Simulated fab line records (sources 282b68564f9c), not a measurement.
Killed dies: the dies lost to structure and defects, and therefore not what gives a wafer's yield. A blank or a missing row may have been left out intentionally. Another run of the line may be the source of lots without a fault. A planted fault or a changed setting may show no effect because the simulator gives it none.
Which tool was responsible? | flow rit_cmos | 14 lots, 42 wafers sampled, at 2 steps of a route of 202

## WHAT THE GAUGES SHOWED, per wafer
Not one reading of a measure or inspect step in the record can be checked against a usual standard deviation.

## WHAT TOOL EACH LOT RAN ON (gives the tool, then ch and the chambers of the sampled wafers, and finally the start)
lot  | RIT_PLDD_SOFTBAKE_02             | RIT_M1_PROBE_99
L538 | litho_track-02 ch 0, day 3 00:59 | prober-01, day 3 15:46
L540 | litho_track-01 ch 0, day 3 08:31 | prober-01, day 3 23:50
L541 | litho_track-01 ch 0, day 3 16:07 | prober-02, day 4 06:28
L542 | litho_track-02 ch 0, day 3 21:07 | prober-01, day 4 12:21
L543 | litho_track-02 ch 0, day 4 00:20 | prober-02, day 4 15:15
L544 | litho_track-02 ch 0, day 4 05:05 | prober-01, day 4 20:04
L545 | litho_track-02 ch 0, day 4 10:07 | prober-02, day 5 00:44
L546 | litho_track-04 ch 0, day 4 16:08 | prober-01, day 5 06:56
L552 | litho_track-02 ch 0, day 5 22:16 | prober-01, day 6 12:54
L553 | litho_track-02 ch 0, day 6 09:31 | prober-02, day 7 01:10
L554 | litho_track-01 ch 0, day 6 09:50 | prober-01, day 7 01:07
L555 | litho_track-04 ch 0, day 6 17:46 | prober-01, day 7 09:46
L557 | litho_track-04 ch 0, day 7 02:51 | prober-01, day 7 17:25
L558 | litho_track-04 ch 0, day 7 08:00 | prober-02, day 7 22:35
- RIT_PLDD_SOFTBAKE_02: time 60 s.
- RIT_M1_PROBE_99

## WHAT THE TOOLS THEMSELVES READ (means of the sampled wafers that have a number; where no wafer has one, the mark that the record gives instead)
RIT_PLDD_SOFTBAKE_02.
lot  | tool           | heater_power_total_W (W) | plate_temp_C (C)
L538 | litho_track-02 | 34.55                    | 89.94
L540 | litho_track-01 | 34.59                    | 90.03
L541 | litho_track-01 | 34.54                    | 89.85
L542 | litho_track-02 | 34.58                    | 89.98
L543 | litho_track-02 | 34.57                    | 89.90
L544 | litho_track-02 | 34.51                    | 90.05
L545 | litho_track-02 | 34.51                    | 89.93
L546 | litho_track-04 | 34.53                    | 89.86
L552 | litho_track-02 | 33.90                    | 88.91
L553 | litho_track-02 | 33.90                    | 88.79
L554 | litho_track-01 | 34.56                    | 90.06
L555 | litho_track-04 | 34.55                    | 90.08
L557 | litho_track-04 | 34.50                    | 89.87
L558 | litho_track-04 | 34.60                    | 90.19

RIT_M1_PROBE_99.
lot  | tool      | killed_at_contacts | killed_at_front_end | killed_dies | killed_open | killed_short
L538 | prober-01 | 0.0                | 8.3                 | 8.3         | 4.0         | 4.3
L540 | prober-01 | 0.0                | 3.0                 | 3.0         | 2.7         | 0.3
L541 | prober-02 | 0.0                | 7.0                 | 7.0         | 3.0         | 4.0
L542 | prober-01 | 0.0                | 6.7                 | 6.7         | 4.7         | 2.0
L543 | prober-02 | 0.0                | 6.3                 | 6.3         | 2.3         | 4.0
L544 | prober-01 | 0.0                | 7.7                 | 7.7         | 3.3         | 4.3
L545 | prober-02 | 0.3                | 7.3                 | 7.7         | 3.7         | 4.0
L546 | prober-01 | 0.0                | 5.0                 | 5.0         | 2.0         | 3.0
L552 | prober-01 | 0.0                | 11.3                | 11.3        | 6.3         | 5.0
L553 | prober-02 | 0.0                | 6.3                 | 6.3         | 3.3         | 3.0
L554 | prober-01 | 0.0                | 4.7                 | 4.7         | 3.0         | 1.7
L555 | prober-01 | 0.3                | 5.3                 | 5.7         | 4.0         | 1.7
L557 | prober-01 | 0.0                | 5.7                 | 5.7         | 3.0         | 2.7
L558 | prober-02 | 0.0                | 9.7                 | 9.7         | 4.7         | 5.0

## THE ANSWER, worked out from the rows above alone
Rule: the usual values come from the lots themselves. Put in order of their means at a reading, lots are off if they are a third of the lots or fewer, leave a main group of 4 or more, and stand apart from it by a gap of 3 or more times the standard deviation of the main group's means; of several such gaps the widest counts. If all means in a main group match to the digits the tables above print for the reading, that group is not used. Also off: a lot with no number at a reading for which 4 or more lots have one. Where the step has rows for the other lots, those lots are counted as sound. The gauges are gone through in route order, then the tools' own readings, and for those a lot's mean is taken as printed above. The first step at which some lot is off is used, and at that step the reading that is off furthest; a lot without a number counts as furthest.
Off: L552, L553, at RIT_PLDD_SOFTBAKE_02 (heater_power_total_W). Mean 34.55 W and standard deviation 0.031 in the main group.
If a tool, at that step or one of the process steps before it, ran each lot that is off and ran no sound lot following the first of them, it fits. One fits: litho_track-02 at RIT_PLDD_SOFTBAKE_02. A fault onset in the window from L545 (day 4 10:07, its last sound lot) to L552 (day 5 22:16, its first lot off) fits.
The tool's own readings at RIT_PLDD_SOFTBAKE_02 bear it out: on the lots that are off they differ by more than 5 times the standard deviation of the sound lots' means. heater_power_total_W reads 33.90 W there against 34.55 W on the sound lots; plate_temp_C reads 88.85 C there against 89.98 C on the sound lots.

## WHAT WAS PUT IN BY THE SIMULATOR
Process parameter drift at RIT_PLDD_SOFTBAKE_02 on litho_track-02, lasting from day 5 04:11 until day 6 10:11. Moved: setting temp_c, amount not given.
Struck lots among those shown: L552, L553. This agrees with what the rule above found.
